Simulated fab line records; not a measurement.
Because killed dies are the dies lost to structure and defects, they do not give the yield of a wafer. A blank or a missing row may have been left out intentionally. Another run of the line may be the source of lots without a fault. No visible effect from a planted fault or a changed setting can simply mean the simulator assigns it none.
A struck lot beside a sound one	flow ritCmos	18 steps out of a route of 202
Sound: the wafers L775.1, L775.5, L775.6. Struck: wafers L777.1, L777.3, L777.5. At the end, the cause is stated.
Per side, at each step with rows, come the tool, then ch with its chambers, and then its first start. Under that, the readings that differ: sound wafers	struck wafers	difference of the means	sigmas: that difference in standard deviations of wafers without a fault.
alike: same words and numbers on both sides, and readings whose means sit less than 2 such deviations apart. not compared: any withheld reading, any reading some wafer has no value for, any bound like >300 that may hide the same value, and any number with overlapping values for which the record gives no deviation.
Wherever a step has rows on one side only, a row that says differs or no value, or a row with sigmas, the two part there. Numbers that don't overlap but have no deviation are shown without sigmas and don't part them. A reading missing from all wafers of one side parts the sides only when that side holds two or more wafers.

first, 1 step without rows for these wafers: RIT_GATE_HARDBAKE_18 (time 60 s).
RIT_GATE_ETCH_19: etches poly-Si in SF6/CHF3/O2, stops on SiO2, time 165 s, target depth 312.5 nm.
  sound on rieSi-02 ch 1,2,3, day 4 20:03; struck on rieSi-01 ch 0,3, day 5 06:40
  alike: SF6_flow_sccm, drypumpMotorCurrentA, oesProductAu, throttleValvePct
  not compared: rfHoursCounterH
RIT_GATE_STRIP_20: strips in O2, time 180 s.
  sound on plasmaAsher-03 ch 0,1, day 4 20:09; struck on plasmaAsher-02 ch 0, day 5 06:46
  alike: drypumpMotorCurrentA
  not compared: rfHoursCounterH
RIT_GATE_CD_MEAS_90: the cd target is 150 nm.
  sound on cdSem-01 at day 4 20:20; struck on cdSem-02 at day 5 06:56
  alike: cdNm
then, 4 steps without rows for these wafers: RIT_REOX_CLEAN_00 (cleans in SC1, time 600 s); RIT_REOX_CLEAN_01 (cleans in dHF, time 30 s); RIT_REOX_CLEAN_02 (cleans in SC2, time 600 s); RIT_REOX_OXIDATION_03 (target thk 25.2 nm, ox time 5580 s).
RIT_REOX_THK_MEAS_04:
  sound on filmMetro-02 at day 4 23:23; struck on filmMetro-02 at day 5 09:59
  alike: REOX_OXIDE_THK
then, 3 steps without rows for these wafers: RIT_NLDD_HMDS_00 (prime time 60 s); RIT_NLDD_COAT_01 (resist thk 1000 nm); RIT_NLDD_SOFTBAKE_02 (time 60 s).
RIT_NLDD_EXPOSE_03: exposes mask M7, target cd 40700 nm.
  sound on ilineStepper-02 ch 0, day 4 23:53; struck on ilineStepper-01 ch 0, day 5 10:29
reading	sound	struck	difference	sigmas
model.NLDD.overlayXNm (nm)	-0.2038 -0.2038 -0.2038	-298.7 -298.7 -298.7	-298.5	
  alike: mask, reticleTempC
then, 2 steps without rows for these wafers: RIT_NLDD_PEB_04; RIT_NLDD_DEVELOP_05 (develop time 50 s).
RIT_NLDD_OVL_MEAS_06:
  sound on overlay-02 at day 5 00:17; struck on overlay-01 at day 5 10:53
reading	sound	struck	difference	sigmas
NLDD_OVL (nm)	-0.4 -1.3 -1.1	-299.3 -297.1 -299.2	-297.6	-99 or more
then, 1 step without rows for these wafers: RIT_NLDD_HARDBAKE_07 (time 60 s).
RIT_M1_PROBE_99:
  sound on prober-01 at day 5 16:01; struck on prober-02 at day 6 02:36
reading	sound	struck	difference	sigmas
model.etest.nldd.widthNm (nm)	3218 3194 3199	2928 2967 2946	-257	
model.etest.nldd.lineOhmUm	111.3 113.5 120.2	131.5 134 134.8	+18.4	
  alike: killedAtContacts, killedAtFrontEnd, killedDies, killedOnRim, killedOpen, killedShort

WHERE THEY PART
RIT_NLDD_OVL_MEAS_06 only, going by this record. Later steps at which nothing parts them and some readings are alike: RIT_M1_PROBE_99.

WHY: what the simulator had put in
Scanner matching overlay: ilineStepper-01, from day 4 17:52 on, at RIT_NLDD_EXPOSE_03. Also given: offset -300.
